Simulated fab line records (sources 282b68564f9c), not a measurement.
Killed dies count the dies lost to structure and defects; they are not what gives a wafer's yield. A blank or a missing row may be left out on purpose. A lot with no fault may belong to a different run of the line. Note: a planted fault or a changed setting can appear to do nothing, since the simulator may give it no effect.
fab line records    flow rit_cmos
[record] lots = 5  wafers = 27
route steps=202 shown ACTIVE@2 FOX2@25 GATE@91 CONTACT@168 M1@196
start_h: start of the lot's first displayed wafer, in hours after the record's first day    wait_h: hours elapsed since this lot's preceding step    " the same as in the row above    L1.1+2: one row covering several wafers at once    - no value, or no start given    * or withheld: withheld    < > ~ a bound
route shown NAME@n: names a module that has steps shown in the file, with the first one's number in the route    usual: mean/standard deviation of fault-free wafers    same: alike in all rows    chamber/n: place in a boat    sites: per-site readings    _std_site: how widely they spread, as a standard deviation    _edge_site: the outer-site mean with the inner-site mean subtracted    radius_mm: how far each site lies from the wafer's centre    mask NAME#n: copy n    behind: the most recent tool/chamber to have shaped the wafer    hold: cause of the lot's hold/its duration in hours/its outcome    device: which transistor (n, p or np) failed to switch    end of line: the route-end tests of the same wafers    a step without rows: its recipe alone    killed: the dies lost at the first sort to structure and to defects; this is not the yield of the wafer    map: a wafer's dies, x killed, . not, _ none there
set.NAME: the run value of the setting; set.NAME@STEP: its run value at that earlier step    model.NAME: the simulator's own value behind a step, which no gauge read
lots whose settings were changed on purpose; a table a step, a row a wafer
[[steps]]
[step RIT_ACTIVE_OXIDATION_01]
[recipe] temp_c = 1000  ambient = O2  target_thk_a = 468  ox_time_s = 3360
lot.wafer  tool        chamber  start_h  wait_h  set.ox_time_s  model.SiO2_of_ACTIVE_OXIDATION_01.thk_nm
L074.1     -           -        -        0.2     3360           45.47
L074.2     "           -        "        "       3360           45.79
L074.3     "           -        "        "       3360           44.59
L074.4     "           -        "        "       3360           45.41
L074.5     "           -        "        "       3360           45.42
L074.6     "           -        "        "       3360           45.21
L077.1     -           -        -        0.3     1833           32.79
L077.2     "           -        "        "       1833           33.29
L077.3     "           -        "        "       1833           32.66
L077.4     "           -        "        "       1833           32.59
L077.5     "           -        "        "       1833           32.47
L077.6     "           -        "        "       1833           33.05
L078.1     furnace-01  0        30.52    0.5     3360           46.42
L078.3+4   "           0        "        "       3360           46.44
L079.1     -           -        -        0.1     3360           45.97
L079.2     "           -        "        "       3360           46.07
L079.3     "           -        "        "       3360           46.97
L079.4     "           -        "        "       3360           46.68
L079.5     "           -        "        "       3360           45.56
L079.6     "           -        "        "       3360           46.24
L084.1     -           -        -        0.1     1630           30.27
L084.2     "           -        "        "       1630           30.55
L084.3     "           -        "        "       1630           30.39
L084.4     "           -        "        "       1630           30.31
L084.5     "           -        "        "       1630           30.03
L084.6     "           -        "        "       1630           30.96
[step RIT_ACTIVE_THK_MEAS_02]
[recipe] reads = SiO2_of_ACTIVE_OXIDATION_01
[usual] ACTIVE_OXIDE_THK = 46.3/0.64
lot.wafer  tool           chamber  start_h  wait_h  set.ox_time_s@ACTIVE_OXIDATION_01  ACTIVE_OXIDE_THK[nm]
L074.1     film_metro-04  -        -        -       3360                               45.5
L074.2     "              -        "        "       3360                               45.8
L074.3     "              -        "        "       3360                               44.6
L074.4     "              -        "        "       3360                               45.4
L074.5     "              -        "        "       3360                               45.4
L074.6     "              -        "        "       3360                               45.2
L077.1     film_metro-01  -        -        -       1833                               32.8
L077.2     "              -        "        "       1833                               33.3
L077.3     "              -        "        "       1833                               32.7
L077.4     "              -        "        "       1833                               32.6
L077.5     "              -        "        "       1833                               32.5
L077.6     "              -        "        "       1833                               33.0
L078.1     film_metro-01  -        32.46    0.0     3360                               46.4
L078.3     "              -        "        "       3360                               46.4
L078.4     "              -        "        "       3360                               46.4
L079.1     film_metro-03  -        -        -       3360                               46.0
L079.2     "              -        "        "       3360                               46.1
L079.3     "              -        "        "       3360                               47.0
L079.4     "              -        "        "       3360                               46.7
L079.5     "              -        "        "       3360                               45.6
L079.6     "              -        "        "       3360                               46.2
L084.1     film_metro-03  -        -        -       1630                               30.3
L084.2     "              -        "        "       1630                               30.5
L084.3     "              -        "        "       1630                               30.4
L084.4     "              -        "        "       1630                               30.3
L084.5     "              -        "        "       1630                               30.1
L084.6     "              -        "        "       1630                               31.0
[step RIT_ACTIVE_CVD_03]
[recipe] material = Si3N4  target_thk_nm = 150  temp_c = 810  precursor = SiH2Cl2/NH3  time_s = 1500  pressure_mtorr = 300  sih2cl2_flow_sccm = 60  nh3_flow_sccm = 150
[step RIT_ACTIVE_HARDBAKE_12]
[recipe] resist = NOVOLAK  temp_c = 140  time_s = 60
[step RIT_ACTIVE_ETCH_13]
[recipe] stop_on = SiO2  chemistry = SF6  target = Si3N4  time_s = 210  over_etch_frac = 0.4  SF6_flow_sccm = 200  pressure_mtorr = 260  rf_w = 125  target_depth_a = 2100
lot.wafer  tool         chamber  start_h  wait_h  set.ox_time_s@ACTIVE_OXIDATION_01  model.SiO2_of_ACTIVE_OXIDATION_01.thk_nm
L074.1     rie_diel-04  1        15.02    0.1     3360                               45.47
L074.2     "            0        "        "       3360                               45.79
L074.3     "            3        "        "       3360                               43.98
L074.4     "            2        "        "       3360                               45.41
L074.5     "            3        "        "       3360                               44.82
L074.6     "            2        "        "       3360                               45.21
L077.1     rie_diel-02  0        29.94    0.1     1833                               32.79
L077.2     "            1        "        "       1833                               31.72
L077.3     "            3        "        "       1833                               31.6
L077.4     "            2        "        "       1833                               32.59
L077.5     "            1        "        "       1833                               30.9
L077.6     "            0        "        "       1833                               33.05
L078.1     rie_diel-03  2        35.26    0.1     3360                               45.89
L078.3     "            3        "        "       3360                               44.24
L078.4     "            0        "        "       3360                               45.05
L079.1     rie_diel-04  2        39.71    0.1     3360                               45.97
L079.2     "            1        "        "       3360                               46.07
L079.3     "            0        "        "       3360                               46.97
L079.4     "            2        "        "       3360                               46.68
L079.5     "            1        "        "       3360                               45.56
L079.6     "            0        "        "       3360                               46.24
L084.1     rie_diel-03  2        64.83    0.1     1630                               29.74
L084.2     "            1        "        "       1630                               29.97
L084.3     "            3        "        "       1630                               28.18
L084.4     "            0        "        "       1630                               28.9
L084.5     "            2        "        "       1630                               29.5
L084.6     "            3        "        "       1630                               28.75
[step RIT_ACTIVE_STRIP_14]
[recipe] chemistry = O2  time_s = 180  resist = NOVOLAK  platen_temp_c = withheld  power_w = 500  pressure_mtorr = 4000  o2_flow_sccm = 4000
[step RIT_FOX2_CLEAN_02]
[recipe] chemistry = dHF  dilution = 50:1  time_s = 180
[step RIT_FOX2_WET_ETCH_03]
[recipe] chemistry = H3PO4  target = Si3N4  target_depth_nm = 195  temp_c = 165  time_s = 2700
lot.wafer  tool          chamber  start_h  wait_h  set.ox_time_s@ACTIVE_OXIDATION_01  model.SiO2_of_ACTIVE_OXIDATION_01.thk_nm
L074.1     wet_bench-04  3        -        -       3360                               40.36
L074.2     "             3        "        "       3360                               40.66
L074.3     "             3        "        "       3360                               39.02
L074.4     "             3        "        "       3360                               40.3
L074.5     "             3        "        "       3360                               39.8
L074.6     "             3        "        "       3360                               40.15
L077.1     wet_bench-04  2        -        -       1833                               29.18
L077.2     "             2        "        "       1833                               28.23
L077.3     "             2        "        "       1833                               28.11
L077.4     "             2        "        "       1833                               29.02
L077.5     "             2        "        "       1833                               27.5
L077.6     "             2        "        "       1833                               29.42
L078.1     wet_bench-04  1        38.98    0.0     3360                               40.86
L078.3     "             1        "        "       3360                               39.36
L078.4     "             1        "        "       3360                               40.08
L079.1     wet_bench-03  2        -        -       3360                               40.93
L079.2     "             2        "        "       3360                               41
L079.3     "             2        "        "       3360                               41.79
L079.4     "             2        "        "       3360                               41.54
L079.5     "             2        "        "       3360                               40.53
L079.6     "             2        "        "       3360                               41.15
L084.1     wet_bench-01  2        -        -       1630                               26.35
L084.2     "             2        "        "       1630                               26.56
L084.3     "             2        "        "       1630                               24.97
L084.4     "             2        "        "       1630                               25.62
L084.5     "             2        "        "       1630                               26.15
L084.6     "             2        "        "       1630                               25.47
[step RIT_GATE_DEVELOP_15]
[recipe] resist = NOVOLAK  develop_time_s = 50  dev_temp_c = 23
lot.wafer         tool            chamber  start_h  wait_h  set.develop_time_s
L074.1+2+3+4+5+6  litho_track-01  0        -        -       50
L077.1+2+5        litho_track-02  0        -        -       61.81
L077.3+4+6        "               0        "        "       50
L078.1+3+4        litho_track-03  0        -        -       50
L079.1+2+5        litho_track-01  0        -        -       50
L079.3+4+6        "               0        "        "       22.21
L084.1+2+6        litho_track-02  0        -        -       76.58
L084.3+4+5        "               0        "        "       50
[step RIT_GATE_ETCH_19]
[recipe] chemistry = SF6/CHF3/O2  time_s = 165  SF6_flow_sccm = 30  CHF3_flow_sccm = 30  O2_flow_sccm = 5  target = poly-Si  pressure_mtorr = 40  rf_w = 160  target_depth_a = 3125  over_etch_frac = 0.25  stop_on = SiO2
[usual] oes_product_au = 0.849/0.013
lot.wafer  tool       chamber  start_h  wait_h  set.time_s  oes_product_au  model.NOVOLAK_of_GATE_COAT_11.thk_nm
L074.1     rie_si-02  2        37.63    0.1     165         0.839           666.8
L074.2     "          1        "        "       165         0.829           672.6
L074.3     "          3        "        "       222.3       0.807           637.6
L074.4     "          0        "        "       222.3       0.804           630.8
L074.5     "          2        "        "       165         0.835           665.3
L074.6     "          3        "        "       222.3       0.810           635.5
L077.1     rie_si-01  2        52.62    0.1     165         0.856           666.4
L077.2     "          1        "        "       72.09       1.029           711.5
L077.3     "          3        "        "       72.09       1.032           712.5
L077.4     "          3        "        "       72.09       1.034           712.6
L077.5     "          1        "        "       165         0.869           663.1
L077.6     "          2        "        "       165         0.855           664.5
L078.1     rie_si-02  3        56.64    0.1     165         0.852           672.6
L078.3     "          2        "        "       165         0.835           673.9
L078.4     "          0        "        "       165         0.849           666
L079.1     rie_si-01  3        61.27    0.1     244.1       0.830           624.9
L079.2     "          1        "        "       165         0.864           668.1
L079.3     "          0        "        "       244.1       0.839           628.9
L079.4     "          2        "        "       165         0.851           669.7
L079.5     "          2        "        "       244.1       0.822           629.2
L079.6     "          1        "        "       165         0.862           669.8
L084.1     rie_si-02  1        85.88    0.1     228.5       0.808           646.3
L084.2     "          3        "        "       165         0.849           672.3
L084.3     "          2        "        "       228.5       0.816           644.6
L084.4     "          0        "        "       165         0.840           671.1
L084.5     "          1        "        "       165         0.834           677.3
L084.6     "          2        "        "       228.5       0.819           643.2
[step RIT_CONTACT_CVD_00]
[recipe] material = SiO2  target_thk_nm = 400  precursor = TEOS  temp_c = 390  time_s = 61  rf_w = 400
lot.wafer  tool      chamber  start_h  wait_h  set.time_s  model.SiO2_of_CONTACT_CVD_00.thk_nm
L074.1     pecvd-04  1        51.33    0.1     31.15       203.7
L074.2     "         0        "        "       61          396
L074.3     "         2        "        "       31.15       209.1
L074.4     "         0        "        "       61          406.7
L074.5     "         2        "        "       31.15       206.5
L074.6     "         1        "        "       61          413.2
L077.1     pecvd-04  0        65.85    0.1     61          395
L077.2     "         2        "        "       38.39       248.7
L077.3     "         1        "        "       61          400.4
L077.4     "         0        "        "       38.39       254.2
L077.5     "         1        "        "       38.39       257.8
L077.6     "         2        "        "       61          399.3
L078.1     pecvd-01  0        69.76    0.1     61          395.5
L078.3     "         2        "        "       61          398
L078.4     "         1        "        "       61          403.1
L079.1     pecvd-03  1        75.03    0.1     61          393.4
L079.2     "         2        "        "       88.26       575.8
L079.3     "         0        "        "       88.26       567.8
L079.4     "         1        "        "       61          405.1
L079.5     "         0        "        "       61          403.3
L079.6     "         2        "        "       88.26       583.4
L084.1     pecvd-01  2        99.92    0.1     97.28       634.5
L084.2     "         1        "        "       97.28       628.7
L084.3     "         1        "        "       61          402.3
L084.4     "         2        "        "       97.28       645.6
L084.5     "         1        "        "       61          400.8
L084.6     "         2        "        "       61          400.9
[step RIT_CONTACT_THK_MEAS_01]
[recipe] reads = SiO2_of_CONTACT_CVD_00
[usual] CONTACT_TEOS_THK = 399/4.6
lot.wafer  tool           chamber  start_h  wait_h  set.time_s@CONTACT_CVD_00  CONTACT_TEOS_THK[nm]
L074.1     film_metro-02  -        51.38    0.0     31.15                      204
L074.2     "              -        "        "       61                         396
L074.3     "              -        "        "       31.15                      209
L074.4     "              -        "        "       61                         407
L074.5     "              -        "        "       31.15                      206
L074.6     "              -        "        "       61                         413
L077.1     film_metro-04  -        65.90    0.0     61                         395
L077.2     "              -        "        "       38.39                      249
L077.3     "              -        "        "       61                         400
L077.4     "              -        "        "       38.39                      254
L077.5     "              -        "        "       38.39                      258
L077.6     "              -        "        "       61                         399
L078.1     film_metro-04  -        69.81    0.0     61                         395
L078.3     "              -        "        "       61                         398
L078.4     "              -        "        "       61                         403
L079.1     film_metro-02  -        75.08    0.0     61                         393
L079.2     "              -        "        "       88.26                      575
L079.3     "              -        "        "       88.26                      568
L079.4     "              -        "        "       61                         405
L079.5     "              -        "        "       61                         403
L079.6     "              -        "        "       88.26                      583
L084.1     film_metro-02  -        99.99    0.1     97.28                      635
L084.2     "              -        "        "       97.28                      629
L084.3     "              -        "        "       61                         402
L084.4     "              -        "        "       97.28                      646
L084.5     "              -        "        "       61                         401
L084.6     "              -        "        "       61                         401
[step RIT_CONTACT_HMDS_02]
[recipe] prime_time_s = 60  prime_temp_c = 140
[step RIT_CONTACT_COAT_03]
[recipe] resist = NOVOLAK  spin_rpm = 3250  resist_thk_nm = 1000
[step RIT_CONTACT_HARDBAKE_10]
[recipe] resist = NOVOLAK  temp_c = 140  time_s = 60
[step RIT_CONTACT_ETCH_11]
[recipe] target_depth_a = 4800  over_etch_frac = 0.2  stop_on = TiSi2  chemistry = CHF3/CF4/Ar  target = SiO2  CHF3_flow_sccm = 50  cf4_flow_sccm = 10  Ar_flow_sccm = 100  O2_flow_sccm = 5  pressure_mtorr = 100  rf_w = 200  time_s = 320
lot.wafer  tool         chamber  start_h  wait_h  set.time_s@CONTACT_CVD_00  model.CONTACT.feature_depth_nm  model.etch.depth_nm
L074.1     rie_diel-01  0        52.87    0.1     31.15                      203.7                           203.7
L074.2     "            1        "        "       61                         396                             396
L074.3     "            3        "        "       31.15                      209.1                           209.1
L074.4     "            2        "        "       61                         406.7                           406.7
L074.5     "            2        "        "       31.15                      206.5                           206.5
L074.6     "            1        "        "       61                         413.2                           413.2
L077.1     rie_diel-02  1        67.36    0.1     61                         395                             395
L077.2     "            0        "        "       38.39                      248.7                           248.7
L077.3     "            2        "        "       61                         400.4                           400.4
L077.4     "            3        "        "       38.39                      254.2                           254.2
L077.5     "            1        "        "       38.39                      257.8                           257.8
L077.6     "            2        "        "       61                         399.3                           399.3
L078.1     rie_diel-01  2        71.38    0.1     61                         395.5                           395.5
L078.3     "            1        "        "       61                         398                             398
L078.4     "            0        "        "       61                         403.1                           403.1
L079.1     rie_diel-01  1        76.45    0.1     61                         393.4                           393.4
L079.2     "            2        "        "       88.26                      486.5                           486.5
L079.3     "            0        "        "       88.26                      476.8                           476.8
L079.4     "            3        "        "       61                         405.1                           405.1
L079.5     "            2        "        "       61                         403.3                           403.3
L079.6     "            1        "        "       88.26                      470.1                           470.1
L084.1     rie_diel-01  3        101.33   0.1     97.28                      487.8                           487.8
L084.2     "            1        "        "       97.28                      470.4                           470.4
L084.3     "            2        "        "       61                         402.3                           402.3
L084.4     "            0        "        "       97.28                      477.9                           477.9
L084.5     "            2        "        "       61                         400.8                           400.8
L084.6     "            1        "        "       61                         400.9                           400.9
[step RIT_M1_METAL_ETCH_12]
[recipe] stop_on = SiO2  chemistry = Cl2/BCl3  target = Al  time_s = 165  over_etch_frac = 0.5  pressure_mtorr = 100  target_depth_a = 6000  rf_w = 250  Cl2_flow_sccm = 60  bcl3_flow_sccm = 50
lot.wafer  tool          chamber  start_h  wait_h  set.time_s  set.time_s@CONTACT_CVD_00  model.NOVOLAK_of_M1_COAT_04.thk_nm  model.SiO2_of_CONTACT_CVD_00.thk_nm  model.M1.feature_depth_nm
L074.1     rie_metal-04  0        55.49    0.2     200.5       31.15                      713                                 158.2                                438.3
L074.2     "             1        "        "       200.5       61                         712.6                               350.4                                445.7
L074.3     "             0        "        "       165         31.15                      786.9                               170.9                                435.3
L074.4     "             1        "        "       165         61                         793.4                               368.7                                432.3
L074.5     "             1        "        "       165         31.15                      790.6                               168.5                                432.7
L074.6     "             0        "        "       200.5       61                         718.8                               367.8                                443.2
L077.1     rie_metal-04  0        70.08    0.2     193.2       61                         731.6                               351.3                                432.3
L077.2     "             1        "        "       165         38.39                      790.8                               211                                  428.6
L077.3     "             1        "        "       165         61                         788.9                               362.5                                423.9
L077.4     "             0        "        "       193.2       38.39                      729.5                               210.4                                431.9
L077.5     "             0        "        "       193.2       38.39                      729.7                               214.2                                434.3
L077.6     "             1        "        "       165         61                         796.3                               361.8                                424.3
L078.1     rie_metal-01  1        74.15    0.2     165         61                         814.1                               359.5                                431.4
L078.3     "             1        "        "       165         61                         816                                 362.2                                429.4
L078.4     "             0        "        "       165         61                         803.9                               366.1                                432.7
L079.1     rie_metal-03  0        79.05    0.2     224.6       61                         695.2                               344.2                                436.7
L079.2     "             1        "        "       165         88.26                      805.5                               538.2                                427.8
L079.3     "             0        "        "       224.6       88.26                      695.5                               518.5                                436.8
L079.4     "             1        "        "       165         61                         808.1                               367.5                                430.5
L079.5     "             0        "        "       165         61                         810.6                               366.5                                429.3
L079.6     "             1        "        "       224.6       88.26                      690.1                               533.1                                440.3
L084.1     rie_metal-01  1        104.14   0.2     165         97.28                      812.2                               598.2                                436
L084.2     "             0        "        "       165         97.28                      802.1                               591.6                                439.3
L084.3     "             0        "        "       165         61                         798.8                               364.9                                434.2
L084.4     "             1        "        "       165         97.28                      813.8                               609.4                                434.4
L084.5     "             1        "        "       165         61                         810.3                               364.6                                436.8
L084.6     "             0        "        "       165         61                         802.1                               363.7                                436.5
[step RIT_M1_STRIP_13]
[recipe] chemistry = nmp  resist = NOVOLAK  temp_c = 80  time_s = 600  dry = n2_spin
[step RIT_M1_STRIP_14]
[recipe] chemistry = O2  time_s = 180  platen_temp_c = withheld  power_w = 500  pressure_mtorr = 4000  o2_flow_sccm = 4000
[step RIT_M1_ANNEAL_15]
[recipe] temp_c = 450  time_s = 1800  ambient = forming_gas_H2N2
[step RIT_M1_PROBE_99]
lot.wafer  tool       chamber  start_h  wait_h  set.ox_time_s@ACTIVE_OXIDATION_01  set.develop_time_s@GATE_DEVELOP_15  model.etest.pmos_0p3.r_on_ohm_um  model.etest.nmos_0p15.r_on_ohm_um  model.etest.nldd.width_nm  model.etest.pldd.width_nm  model.etest.npoly_line.line_ohm_um  model.etest.pmos_0p15.r_on_ohm_um
L074.1     prober-01  -        58.67    0.1     3360                               50                                  6010                              1089                               3218                       3217                       163.1                               2624
L074.2     prober-01  -        58.72    0.1     3360                               50                                  6121                              1138                               3185                       3200                       162.6                               2695
L074.3     prober-01  -        58.77    0.2     3360                               50                                  5981                              1179                               3219                       3229                       168.2                               2464
L074.4     prober-01  -        58.82    0.2     3360                               50                                  5893                              1225                               3195                       3204                       160.7                               2498
L074.5     prober-01  -        58.87    0.2     3360                               50                                  6059                              1093                               3213                       3195                       166                                 2653
L074.6     prober-01  -        58.92    0.2     3360                               50                                  5728                              1161                               3226                       3209                       166.4                               2376
L077.1     prober-02  -        72.33    0.1     1833                               61.81                               5358                              891                                3295                       3304                       253.1                               2017
L077.2     prober-02  -        72.38    0.1     1833                               61.81                               -                                 -                                  -                          -                          -                                   -
L077.3+4   prober-02  -        72.43    0.2     1833                               50                                  -                                 -                                  -                          -                          -                                   -
L077.5     prober-02  -        72.53    0.2     1833                               61.81                               5284                              870                                3297                       3310                       262.9                               1904
L077.6     prober-02  -        72.58    0.2     1833                               50                                  6142                              1143                               3285                       3319                       163.6                               2817
L078.1     prober-01  -        76.40    0.1     3360                               50                                  6370                              1174                               3179                       3187                       158.8                               2862
L078.3     prober-01  -        76.50    0.2     3360                               50                                  6521                              1204                               3190                       3212                       163.7                               2899
L078.4     prober-01  -        76.55    0.2     3360                               50                                  6412                              1152                               3187                       3191                       165.4                               2825
L079.1     prober-02  -        81.30    0.1     3360                               50                                  6000                              1216                               3184                       3193                       168.6                               2489
L079.2     prober-02  -        81.35    0.1     3360                               50                                  -                                 -                                  -                          -                          -                                   -
L079.3+6   prober-02  -        81.40    0.2     3360                               22.21                               -                                 -                                  -                          -                          -                                   -
L079.4     prober-02  -        81.45    0.2     3360                               22.21                               1.017e+04                         2230                               3181                       3188                       58.86                               6463
L079.5     prober-02  -        81.50    0.2     3360                               50                                  6024                              1176                               3197                       3196                       165.2                               2474
L084.1+2   prober-01  -        106.39   0.1     1630                               76.58                               -                                 -                                  -                          -                          -                                   -
L084.3     prober-01  -        106.49   0.2     1630                               50                                  5898                              1110                               3294                       3311                       169.3                               2467
L084.4     prober-01  -        106.54   0.2     1630                               50                                  -                                 -                                  -                          -                          -                                   -
L084.5     prober-01  -        106.59   0.2     1630                               50                                  6270                              1111                               3305                       3309                       163.6                               2787
L084.6     prober-01  -        106.64   0.2     1630                               76.58                               4374                              -                                  3301                       3324                       591.8                               -
// killed by level:class
L078.1 GATE:geometric_particle:open=4 FOX1:geometric_particle:short=3 FOX1:geometric_particle:open=2 GATE:geometric_particle:short=2 REOX:geometric_particle:open=1 SPACER:geometric_particle:open=1
L078.3 GATE:geometric_particle:short=3 GATE:geometric_particle:open=3 SPACER:geometric_particle:short=2 FOX1:geometric_particle:short=1 REOX:geometric_particle:short=1 SILICIDE:geometric_particle:open=1
L078.4 FOX1:geometric_particle:open=3 FOX2:geometric_particle:open=3 GATE:geometric_particle:short=2 FOX1:geometric_particle:short=1 GATE:geometric_particle:open=1 SPACER:geometric_particle:open=1 SILICIDE:geometric_particle:short=1 SILICIDE:geometric_particle:open=1
[[key]]
[split] step = RIT_ACTIVE_OXIDATION_01  setting = ox_time_s  stated = 3360  by = lot
[response] step = RIT_ACTIVE_OXIDATION_01  reading = model.SiO2_of_ACTIVE_OXIDATION_01.thk_nm  change = +0.296  per = 1%  r = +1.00
[response] step = RIT_ACTIVE_THK_MEAS_02  reading = ACTIVE_OXIDE_THK  change = +0.296  per = 1%  r = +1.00
[response] step = RIT_ACTIVE_ETCH_13  reading = model.SiO2_of_ACTIVE_OXIDATION_01.thk_nm  change = +0.309  per = 1%  r = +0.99
[response] step = RIT_FOX2_WET_ETCH_03  reading = model.SiO2_of_ACTIVE_OXIDATION_01.thk_nm  change = +0.275  per = 1%  r = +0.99
[response] step = RIT_M1_PROBE_99  reading = model.etest.nldd.width_nm  change = -2.03  per = 1%  r = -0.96
[response] step = RIT_M1_PROBE_99  reading = model.etest.pldd.width_nm  change = -2.28  per = 1%  r = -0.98
[split] step = RIT_GATE_DEVELOP_15  setting = develop_time_s  stated = 50  by = wafer
[response] step = RIT_M1_PROBE_99  reading = model.etest.pmos_0p3.r_on_ohm_um  change = -52.7  per = 1%  r = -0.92
[response] step = RIT_M1_PROBE_99  reading = model.etest.nmos_0p15.r_on_ohm_um  change = -17.5  per = 1%  r = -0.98
[response] step = RIT_M1_PROBE_99  reading = model.etest.npoly_line.line_ohm_um  shape = bent  at_lowest = 58.86  at_stated = 164.6  at_highest = 591.8
[response] step = RIT_M1_PROBE_99  reading = model.etest.pmos_0p15.r_on_ohm_um  change = -66.2  per = 1%  r = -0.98
[split] step = RIT_GATE_ETCH_19  setting = time_s  stated = 165  by = wafer
[response] step = RIT_GATE_ETCH_19  reading = oes_product_au  shape = bent  at_lowest = 1.031  at_stated = 0.848  at_highest = 0.830
[response] step = RIT_GATE_ETCH_19  reading = model.NOVOLAK_of_GATE_COAT_11.thk_nm  change = -0.852  per = 1%  r = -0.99
[split] step = RIT_CONTACT_CVD_00  setting = time_s  stated = 61  by = wafer
[response] step = RIT_CONTACT_CVD_00  reading = model.SiO2_of_CONTACT_CVD_00.thk_nm  change = +3.97  per = 1%  r = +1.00
[response] step = RIT_CONTACT_THK_MEAS_01  reading = CONTACT_TEOS_THK  change = +3.96  per = 1%  r = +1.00
[response] step = RIT_CONTACT_ETCH_11  reading = model.CONTACT.feature_depth_nm  change = +2.49  per = 1%  r = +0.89
[response] step = RIT_CONTACT_ETCH_11  reading = model.etch.depth_nm  change = +2.49  per = 1%  r = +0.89
[response] step = RIT_M1_METAL_ETCH_12  reading = model.SiO2_of_CONTACT_CVD_00.thk_nm  change = +3.94  per = 1%  r = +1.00
[split] step = RIT_M1_METAL_ETCH_12  setting = time_s  stated = 165  by = wafer
[response] step = RIT_M1_METAL_ETCH_12  reading = model.NOVOLAK_of_M1_COAT_04.thk_nm  change = -3.31  per = 1%  r = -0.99
[response] step = RIT_M1_METAL_ETCH_12  reading = model.M1.feature_depth_nm  change = +0.307  per = 1%  r = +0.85
